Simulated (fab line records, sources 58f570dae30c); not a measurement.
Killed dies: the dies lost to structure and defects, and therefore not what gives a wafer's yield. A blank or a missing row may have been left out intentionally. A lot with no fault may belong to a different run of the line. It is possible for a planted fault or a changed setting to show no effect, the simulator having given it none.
A single fault, viewed from 2 desks / flow berkeley_cmos170 / each desk holds nothing but its own numbers, with what lay behind them at the end

DESK OF THE TOOL OWNER: furnace-01
The tool's own readings at UCB170_SCREENOX_OXIDATION_01 (target thk 14.4 nm, ox time 2400 s): means of the sampled wafers that have a number, for each lot that ran on this tool. The brackets show how far a lot's mean lies from the usual mean; more than 4 standard deviations puts the lot out of limits, marked OUT.
Columns: A = spike_tc_source_C at UCB170_SCREENOX_OXIDATION_01, usual 922.1 C; B = zone_power_centre_pct at UCB170_SCREENOX_OXIDATION_01, usual 40.3 %
lot=L500; first seen here=day 7 06:38; A=919.3; B=38.1
lot=L510; first seen here=day 9 23:56; A=920.4; B=38.4
lot=L511; first seen here=day 9 23:56; A=921.2; B=38.0
lot=L512; first seen here=day 9 23:56; A=922.0; B=38.0
Finding of this desk: none of the 4 lots has anything out of limits.

METROLOGY DESK
What the gauges read, lot by lot, whatever tool the lot ran on: means of the sampled wafers that have a number. The brackets show how far a lot's mean lies from the usual mean; more than 4 standard deviations puts the lot out of limits, marked OUT. 7 of its 10 readings are shown, namely those furthest out on some lot.
Columns: A = FIELD_OXIDE_THK at UCB170_FIELD_THK_MEAS_02, usual 564 nm; B = FIELD_OXIDE_LEFT_1_THK at UCB170_FIELD_THK_MEAS_90, usual 447 nm; C = SACOX_OXIDE_THK at UCB170_SACOX_THK_MEAS_02, usual 14.30 nm; D = SCREENOX_OXIDE_THK at UCB170_SCREENOX_THK_MEAS_02, usual 14.36 nm; E = NVT_OVL at UCB170_NVT_OVL_MEAS_06, usual 1 nm; F = FIELD_OXIDE_LEFT_2_THK at UCB170_FIELD_THK_MEAS_91, usual 359 nm; G = GATE_OXIDE_THK at UCB170_GATE_THK_MEAS_02, usual 6.63 nm
lot=L495; first seen here=day 5 11:17; A=567; B=451; C=14.49; D=14.57; E=4; F=363; G=6.74
lot=L500; first seen here=day 6 06:21; A=570; B=453; C=14.02; D=14.00; E=14; F=365; G=6.56
lot=L501; first seen here=day 7 00:21; A=586; B=469; C=14.34; D=14.65; E=-3; F=380; G=6.81
lot=L510; first seen here=day 9 03:53; A=541; B=425; C=13.98; D=14.48; E=-4; F=336; G=6.55
lot=L511; first seen here=day 9 03:53; A=559; B=443; C=14.43; D=13.93; E=-2; F=355; G=6.72
lot=L512; first seen here=day 9 03:55; A=559; B=443; C=14.38; D=14.45; E=-4; F=354; G=6.59
lot=L515; first seen here=day 10 00:16; A=563; B=446; C=14.80; D=14.18; E=1; F=357; G=6.56
Finding of this desk: none of the 7 lots has anything out of limits.

PUT TOGETHER
The desk of the tool owner found nothing out of limits.
The metrology desk saw nothing out of limits.

WHAT HAD BEEN PUT IN BY THE SIMULATOR
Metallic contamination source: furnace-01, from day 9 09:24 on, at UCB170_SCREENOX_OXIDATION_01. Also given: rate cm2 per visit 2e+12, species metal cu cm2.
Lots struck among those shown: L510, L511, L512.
